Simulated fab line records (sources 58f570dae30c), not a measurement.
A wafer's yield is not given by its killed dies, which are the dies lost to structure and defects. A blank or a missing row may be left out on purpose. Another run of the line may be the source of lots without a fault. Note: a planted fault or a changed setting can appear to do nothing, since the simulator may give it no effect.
Shared-tool check	flow berkeleyCmos170	48 wafers sampled across 14 lots

## REASON IT WAS OPENED
At UCB170_GATE_THK_MEAS_05 the reading GATE_POLY_THK is flagged on 2 of 14 lots. Fault-free wafers read 214.6 nm, with a standard deviation of 1.8.
Rule: a lot is flagged when every wafer of it that has a number lies more than 4 standard deviations from that mean, or none has a number. The rest of the lots are taken to be sound.

lot	measured	on	GATE_POLY_THK (nm), wafer by wafer	flag
L647	day 7 10:08	filmMetro-03	216.5 215.9 215.2	
L650	day 8 00:13	filmMetro-02	213.2 214.2 214.6	
L649	day 8 00:14	filmMetro-03	216.9 216.7 215.9	
L653	day 8 16:22	filmMetro-03	213.0 213.5 212.2	
L652	day 8 16:23	filmMetro-02	214.2 214.5 215.3	
L654	day 8 16:26	filmMetro-03	218.3 218.7 217.1	
L655	day 9 11:58	filmMetro-03	241.4 242.2 239.8 241.7 242.4 239.7	FLAGGED
L656	day 9 11:58	filmMetro-02	243.8 245.6 245.0 243.9 245.7 244.7	FLAGGED
L660	day 10 15:43	filmMetro-03	217.0 215.7 214.9	
L663	day 11 11:02	filmMetro-03	215.7 214.0 213.8	
L661	day 11 11:06	filmMetro-02	211.6 212.1 212.4	
L665	day 11 18:26	filmMetro-01	212.9 212.8 212.9	
L667	day 12 13:38	filmMetro-03	213.3 212.6 212.2	
L669	day 12 19:01	filmMetro-02	214.8 216.4 215.7	
On average the flagged lots' numbers are 243.0 nm, which is +28.4 nm against the usual, or +16 standard deviations.

## EACH LOT AND THE TOOL IT RAN ON
The record holds 1 process step before the reading, out of a route of 331 steps. Cell contents, in order: the tool; ch with the chambers the sampled wafers went through; the start.
lot	flag	UCB170_GATE_CVD_04
L647		lpcvd-02 ch 1, day 7 08:44
L650		lpcvd-02 ch 1, day 7 22:49
L649		lpcvd-02 ch 1, day 7 22:49
L653		lpcvd-02 ch 1, day 8 14:58
L652		lpcvd-02 ch 0, day 8 14:58
L654		lpcvd-02 ch 1, day 8 14:58
L655	FLAGGED	lpcvd-02 ch 1, day 9 10:34
L656	FLAGGED	lpcvd-02 ch 1, day 9 10:34
L660		lpcvd-01 ch 1, day 10 14:19
L663		lpcvd-01 ch 1, day 11 09:38
L661		lpcvd-01 ch 0, day 11 09:38
L665		lpcvd-01 ch 1, day 11 17:01
L667		lpcvd-01 ch 1, day 12 12:14
L669		lpcvd-01 ch 1, day 12 17:37
What is done by these steps:
- UCB170_GATE_CVD_04: deposits poly-Si from SiH4, time 1440 s, target thk 214 nm.
- UCB170_GATE_THK_MEAS_05

## FLAGGED OVER TOTAL, TOOL BY TOOL (the gauges that took the reading come last)
step	tool	lots run	flagged	share of the flagged lots	sound lots run after its first flagged lot
UCB170_GATE_CVD_04	lpcvd-01	6	0	none	-
UCB170_GATE_CVD_04	lpcvd-02	8	2	all	0
UCB170_GATE_THK_MEAS_05	filmMetro-01	1	0	none	-
UCB170_GATE_THK_MEAS_05	filmMetro-02	5	1	some	2 (L661,L669)
UCB170_GATE_THK_MEAS_05	filmMetro-03	8	1	some	3 (L660,L663,L667)

## WHAT THE TABLE ALLOWS
All flagged lots share 1 row of the table, namely lpcvd-02 at UCB170_GATE_CVD_04.
- lpcvd-02 at UCB170_GATE_CVD_04: 2 of its 8 lots flagged. Its last sound lot is L652 (day 8 14:58), its first flagged lot L655 (day 9 10:34): a fault that began between those two fits.
lpcvd-02 at UCB170_GATE_CVD_04 is the single tool remaining.

## WHAT HAD BEEN PUT IN BY THE SIMULATOR
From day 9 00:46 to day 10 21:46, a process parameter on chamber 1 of lpcvd-02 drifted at UCB170_GATE_CVD_04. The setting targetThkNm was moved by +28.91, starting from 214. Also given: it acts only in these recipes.
Lots struck among those shown: L655, L656. The rule above reached the same finding.
